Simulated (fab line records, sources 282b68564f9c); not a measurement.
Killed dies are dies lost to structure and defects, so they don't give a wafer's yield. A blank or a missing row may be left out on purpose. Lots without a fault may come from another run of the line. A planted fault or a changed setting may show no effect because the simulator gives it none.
A struck lot beside a sound one | flow rit_cmos | 44 steps out of a route of 202
Sound: wafers L734.1, L734.4, L734.6. Struck: wafers L739.1, L739.2, L739.4. The cause comes at the end.
At each step with rows: each side's tool, then ch and its chambers, then its first start. Under that, the readings that differ: sound wafers | struck wafers | difference of the means | sigmas: that difference in standard deviations of wafers without a fault.
alike: readings whose means differ by less than 2 such deviations, and words and numbers that are the same on both sides. not compared: withheld readings, readings that some wafer has no value for, bounds like >300 that may hide the same value, and numbers for which the record gives no deviation and whose values overlap.
The two part at a step that has a row with sigmas, a row that says differs or no value, or rows on one side only. Numbers that don't overlap but have no deviation are shown without sigmas and don't part them. A reading that every wafer of one side lacks parts them only if that side has two wafers or more.

first, 1 step without rows for these wafers: RIT_ACTIVE_DEVELOP_10 (develop time 50 s).
RIT_ACTIVE_CD_MEAS_11: target cd 1400 nm.
  sound on cd_sem-02, day 2 07:21; struck on cd_sem-02, day 3 07:32
  alike: cd_nm
then, 1 step without rows for these wafers: RIT_ACTIVE_HARDBAKE_12 (time 60 s).
RIT_ACTIVE_ETCH_13: etches Si3N4 in SF6, stops on SiO2, time 210 s, target depth 210 nm.
  sound on rie_diel-04 ch 0,1,3, day 2 07:37; struck on rie_diel-02 ch 0,2,3, day 3 07:48
  alike: drypump_motor_current_A, oes_product_au, throttle_valve_pct
  not compared: rf_hours_counter_h
RIT_ACTIVE_STRIP_14: strips in O2, time 180 s.
  sound on plasma_asher-03 ch 1, day 2 07:45; struck on plasma_asher-01 ch 0,1, day 3 07:56
  alike: drypump_motor_current_A, o2_flow_sccm
  not compared: rf_hours_counter_h
RIT_ACTIVE_CD_MEAS_90: target cd 1400 nm.
  sound on cd_sem-02, day 2 07:56; struck on cd_sem-01, day 3 08:07
  reading    | sound                | struck               | difference | sigmas
  cd_nm (nm) | 1400.3 1403.6 1399.9 | 1394.7 1396.5 1398.4 | -4.7       | -2
then, 4 steps without rows for these wafers: RIT_ACTIVE_CLEAN_15 (cleans in SC1, time 600 s); RIT_ACTIVE_CLEAN_16 (cleans in dHF, time 30 s); RIT_ACTIVE_CLEAN_17 (cleans in SC2, time 600 s); RIT_FOX1_OXIDATION_00 (target thk 350.7 nm, ox time 1130 s).
RIT_FOX1_THK_MEAS_01:
  sound on film_metro-04, day 2 09:56; struck on film_metro-04, day 3 10:42
  alike: FOX1_OXIDE_THK
then, 1 step without rows for these wafers: RIT_FOX1_WET_ETCH_02 (etches SiO2 in BOE, target depth 350 nm, time 390 s).
RIT_FOX2_OXIDATION_00: target thk 350.7 nm, ox time 1130 s.
  sound on furnace-01 ch 0, day 2 11:18; struck on furnace-04 ch 0, day 3 13:15
  reading                                     | sound                | struck               | difference | sigmas
  spike_tc_centre_C (C)                       | 1099.5 1102.9 1102.1 | 1117.6 1113.4 1114.7 | +13.7      | +11
  spike_tc_load_C (C)                         | 1129.5 1127.4 1125.9 | 1137.5 1138.3 1138.3 | +10.4      | +5
  spike_tc_source_C (C)                       | 1130.5 1131.9 1132.6 | 1138.3 1140.4 1138.4 | +7.4       | +3
  tube_center_temp_C (C)                      | 1100.2 1100.1 1099.9 | 1112.1 1112 1111.9   | +11.9      | +99 or more
  tube_center_temp_C_max                      | 1103.1 1102.4 1102.7 | 1114.9 1114.6 1114.3 | +11.9      | +28
  model.SiO2_of_FOX2_OXIDATION_00.thk_nm (nm) | 345.1 349.6 348.8    | 366.1 361.1 361.5    | +15.1      |
RIT_FOX2_THK_MEAS_01:
  sound on film_metro-04, day 2 12:37; struck on film_metro-01, day 3 14:34
  alike: FOX2_OXIDE_THK
then, 2 steps without rows for these wafers: RIT_FOX2_CLEAN_02 (cleans in dHF, time 180 s); RIT_FOX2_WET_ETCH_03 (etches Si3N4 in H3PO4, target depth 195 nm, time 2700 s).
RIT_FOX2_THK_MEAS_90:
  sound on film_metro-01, day 2 13:29; struck on film_metro-04, day 3 15:26
  alike: FIELD_OXIDE_LEFT_1_THK
then, 6 steps without rows for these wafers: RIT_NWELL_HMDS_00 (prime time 60 s); RIT_NWELL_COAT_01 (resist thk 1300 nm); RIT_NWELL_SOFTBAKE_02 (time 60 s); RIT_NWELL_EXPOSE_03 (exposes mask M2, target cd 43900 nm); RIT_NWELL_PEB_04; RIT_NWELL_DEVELOP_05 (develop time 68 s).
RIT_NWELL_OVL_MEAS_06:
  sound on overlay-01, day 2 14:26; struck on overlay-02, day 3 16:30
  alike: NWELL_OVL
then, 2 steps without rows for these wafers: RIT_NWELL_HARDBAKE_07 (time 120 s); RIT_NWELL_IMPLANT_08.
RIT_NWELL_STRIP_09: strips in O2, time 180 s.
  sound on plasma_asher-01 ch 0,1, day 2 14:52; struck on plasma_asher-04 ch 0,1, day 3 16:56
  alike: drypump_motor_current_A, o2_flow_sccm
  not compared: rf_hours_counter_h
RIT_NWELL_TW_MEAS_10:
  sound on film_metro-02, day 2 15:02; struck on film_metro-04, day 3 17:07
  alike: NWELL_TW
then, 6 steps without rows for these wafers: RIT_PWELL_HMDS_00 (prime time 60 s); RIT_PWELL_COAT_01 (resist thk 1300 nm); RIT_PWELL_SOFTBAKE_02 (time 60 s); RIT_PWELL_EXPOSE_03 (exposes mask M3, target cd 43700 nm); RIT_PWELL_PEB_04; RIT_PWELL_DEVELOP_05 (develop time 68 s).
RIT_PWELL_OVL_MEAS_06:
  sound on overlay-02, day 2 16:19; struck on overlay-01, day 3 18:04
  alike: PWELL_OVL
then, 2 steps without rows for these wafers: RIT_PWELL_HARDBAKE_07 (time 120 s); RIT_PWELL_IMPLANT_08.
RIT_PWELL_STRIP_09: strips in O2, time 180 s.
  sound on plasma_asher-02 ch 0,1, day 2 16:45; struck on plasma_asher-01 ch 0,1, day 3 18:29
  alike: drypump_motor_current_A, o2_flow_sccm
  not compared: rf_hours_counter_h
RIT_PWELL_TW_MEAS_10:
  sound on film_metro-04, day 2 16:56; struck on film_metro-04, day 3 18:40
  alike: PWELL_TW
then, 1 step without rows for these wafers: RIT_WELLDRIVE_ANNEAL_00 (time 14700 s).
RIT_WELLDRIVE_RS_MEAS_01: measures by four-point-probe.
  sound on film_metro-02, day 3 00:49; struck on film_metro-02, day 4 01:44
  alike: NWELL_RS
RIT_WELLDRIVE_RS_MEAS_02: measures by four-point-probe.
  sound on film_metro-02, day 3 00:56; struck on film_metro-02, day 4 01:51
  alike: PWELL_RS
RIT_SILICIDE_WET_ETCH_00: etches SiO2 in BOE, target depth 14 nm, time 15 s.
  sound on wet_bench-01 ch 0, day 4 04:44; struck on wet_bench-04 ch 1, day 5 02:10
  reading                                     | sound             | struck            | difference | sigmas
  model.SiO2_of_FOX2_OXIDATION_00.thk_nm (nm) | 144.6 150.1 148.4 | 166.5 161.5 161.9 | +15.6      |
RIT_M1_PROBE_99:
  sound on prober-01, day 4 12:20; struck on prober-02, day 5 09:42
  reading                      | sound             | struck            | difference | sigmas
  model.etest.field_n.vt_v (V) | 34.07 34.63 34.43 | 36.76 36.15 36.09 | +1.96      |
  alike: killed_at_contacts, killed_at_front_end, killed_dies, killed_open, killed_short

WHERE THEY PART
First at RIT_ACTIVE_CD_MEAS_90; last, within this record, at RIT_FOX2_OXIDATION_00. Later steps at which nothing parts them and some readings are alike: RIT_FOX2_THK_MEAS_01, RIT_FOX2_THK_MEAS_90, RIT_NWELL_OVL_MEAS_06, RIT_NWELL_STRIP_09, RIT_NWELL_TW_MEAS_10, RIT_PWELL_OVL_MEAS_06, RIT_PWELL_STRIP_09, RIT_PWELL_TW_MEAS_10, RIT_WELLDRIVE_RS_MEAS_01, RIT_WELLDRIVE_RS_MEAS_02, RIT_M1_PROBE_99.

WHY: what the simulator had put in
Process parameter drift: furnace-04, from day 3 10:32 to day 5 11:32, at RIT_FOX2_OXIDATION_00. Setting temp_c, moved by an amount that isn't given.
